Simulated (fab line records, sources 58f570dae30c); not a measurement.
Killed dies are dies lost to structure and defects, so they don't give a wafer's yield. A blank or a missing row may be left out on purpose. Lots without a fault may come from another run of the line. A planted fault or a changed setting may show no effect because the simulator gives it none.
Problem report in the 8D (eight disciplines) form, filled by code | flow berkeley_cmos170 | the parts of the form that need people (team, actions taken, sign-off) are left out

1. THE PROBLEM
bias_w at UCB170_M3_METAL_ETCH_18 reads a mean of 185.8 W on 6 wafers of 2 lots; wafers without a fault read 120.0 W with a standard deviation of 0.36. That is +99 or more standard deviations from the usual mean.
The step: etches Al in Cl2/BCl3, stops on SiO2, target depth 1170 nm, time 195 s.
First seen on wafer L758.1, day 11 02:59, on rie_metal-03. The record holds 42 wafers of 14 lots with a number at this step. Rule for "out", or "out of limits": more than 4 standard deviations from the usual mean. The other wafers with a number count as sound.

2. WHAT IT IS AND WHAT IT IS NOT
question                    | is                     | is not
which readings at this step | bias_w                 | drypump_motor_current_A, oes_product_au, rf_fwd_power_W, throttle_valve_pct
which lots                  | L755, L758             | L742, L743, L745, L746, L747, L748, L749, L751, L754, L759, L761, L763
which wafers of those lots  | all that have a number | -
read on which tools         | rie_metal-03           | rie_metal-01, rie_metal-02
when                        | from day 11 02:59      | up to then (27 sound wafers); but 9 sound wafers of L759, L761, L763 came after

3. SUSPECTS, AND WHAT RULES EACH OUT
Counting: a tool at a process step up to the reading stays a suspect if it ran every lot that is out and no sound lot after the first of them.
- rie_metal-03 at UCB170_M3_METAL_ETCH_18 (etches Al in Cl2/BCl3, stops on SiO2, target depth 1170 nm, time 195 s): kept. It ran every lot that is out, first L758 (day 11 02:59), and no sound lot after that; its last sound lot up to then is L748 (day 9 02:53). Its own readings are out on those wafers: bias_w.
Left after counting: rie_metal-03 at UCB170_M3_METAL_ETCH_18.

4. THE CAUSE (what the simulator had put in)
Process parameter drift: rie_metal-03, from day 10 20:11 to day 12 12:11, at UCB170_M3_METAL_ETCH_18. Setting bias_w, moved by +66, from 120. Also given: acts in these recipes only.
Counting left only this tool.

5. THE CHAIN OF EFFECTS, in route order
Each row: a reading whose mean over the struck wafers that have a number lies more than 3 standard deviations from the usual. Only readings for which the record gives a usual standard deviation are gone through. hours: the time from each lot's start at the first step in this table that gives one to its start at this step, as a median over the lots. sigmas: the change in usual standard deviations.
hours | step                    | reading        | usual      | on struck wafers | change | sigmas
0     | UCB170_M3_METAL_ETCH_18 | bias_w         | 120.0 W    | 185.8            | +65.8  | +99 or more
0     | UCB170_M3_STRIP_19      | oes_product_au | 0.523 a.u. | 0.426            | -0.097 | -4.6
The process steps in it:
- UCB170_M3_METAL_ETCH_18: etches Al in Cl2/BCl3, stops on SiO2, target depth 1170 nm, time 195 s.
- UCB170_M3_STRIP_19: strips in O2.

6. WHAT WOULD HAVE CAUGHT IT SOONER
In this record the first reading out of limits was taken at day 11 02:59, 7 hours after the fault began at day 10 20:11.
